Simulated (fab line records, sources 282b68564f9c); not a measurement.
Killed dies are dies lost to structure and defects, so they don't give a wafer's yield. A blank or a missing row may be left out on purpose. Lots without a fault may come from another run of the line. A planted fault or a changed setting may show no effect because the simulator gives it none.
One fault seen from 2 desks | flow rit_cmos | each desk has only its own numbers; what lay behind them comes last

THE TOOL OWNER'S DESK: lpcvd-02
The tool's own readings at RIT_SPACER_CVD_03 (deposits Si3N4 from SiH2Cl2/NH3, target thk 250 nm, time 3300 s): means of the sampled wafers that have a number, for each lot that ran on this tool. A lot is out of limits, marked OUT, if its mean lies more than 4 standard deviations from the usual mean; the brackets give that distance.
Columns: A = spike_tc_centre_C at RIT_SPACER_CVD_03, usual 812.7 C
lot  | first seen here | A
L771 | day 3 15:32     | 814.1
L774 | day 4 04:55     | 813.4
L775 | day 4 09:52     | 813.1
L776 | day 4 14:49     | 813.8
L778 | day 4 23:41     | 812.4
L779 | day 5 04:45     | 814.2
L788 | day 7 10:10     | 824.8 (+8.7) OUT
L789 | day 7 17:05     | 824.8 (+8.7) OUT
This desk's finding: out of limits on L788, L789; first on L788, day 7 10:10 (spike_tc_centre_C at RIT_SPACER_CVD_03). In limits: L771, L774, L775, L776, L778, L779.

THE METROLOGY DESK
What the gauges read, lot by lot, whatever tool the lot ran on: means of the sampled wafers that have a number. A lot is out of limits, marked OUT, if its mean lies more than 4 standard deviations from the usual mean; the brackets give that distance.
Columns: A = SPACER_NITRIDE_THK at RIT_SPACER_THK_MEAS_04, usual 249.4 nm
lot  | first seen here | A
L768 | day 3 08:35     | 247.1
L769 | day 3 10:31     | 248.3
L770 | day 3 12:38     | 252.9
L771 | day 3 17:28     | 253.1
L774 | day 4 06:50     | 246.5
L775 | day 4 11:48     | 250.4
L776 | day 4 16:44     | 249.6
L778 | day 5 01:35     | 250.0
L779 | day 5 06:41     | 251.3
L780 | day 5 12:10     | 251.6
L788 | day 7 12:05     | 268.4 (+8.3) OUT
L789 | day 7 19:01     | 265.2 (+6.9) OUT
L790 | day 8 04:03     | 249.0
L791 | day 8 05:56     | 248.6
This desk's finding: out of limits on L788, L789; first on L788, day 7 12:05 (SPACER_NITRIDE_THK at RIT_SPACER_THK_MEAS_04). In limits: L768, L769, L770, L771, L774, L775, L776, L778, L779, L780, L790, L791.

PUT TOGETHER
The tool owner's desk could have raised an alarm at day 7 10:10, on L788, L789.
The metrology desk could have raised an alarm at day 7 12:05, on L788, L789.
Of the lots named, all ran RIT_SPACER_CVD_03 on lpcvd-02.

WHAT THE SIMULATOR HAD PUT IN
Process parameter drift: lpcvd-02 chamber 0, from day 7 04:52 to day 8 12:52, at RIT_SPACER_CVD_03. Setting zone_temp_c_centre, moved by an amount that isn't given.
Lots struck among those shown: L788, L789.
Hours from the fault's start to each desk's first reading out of limits: the tool owner's desk, 5; the metrology desk, 7.
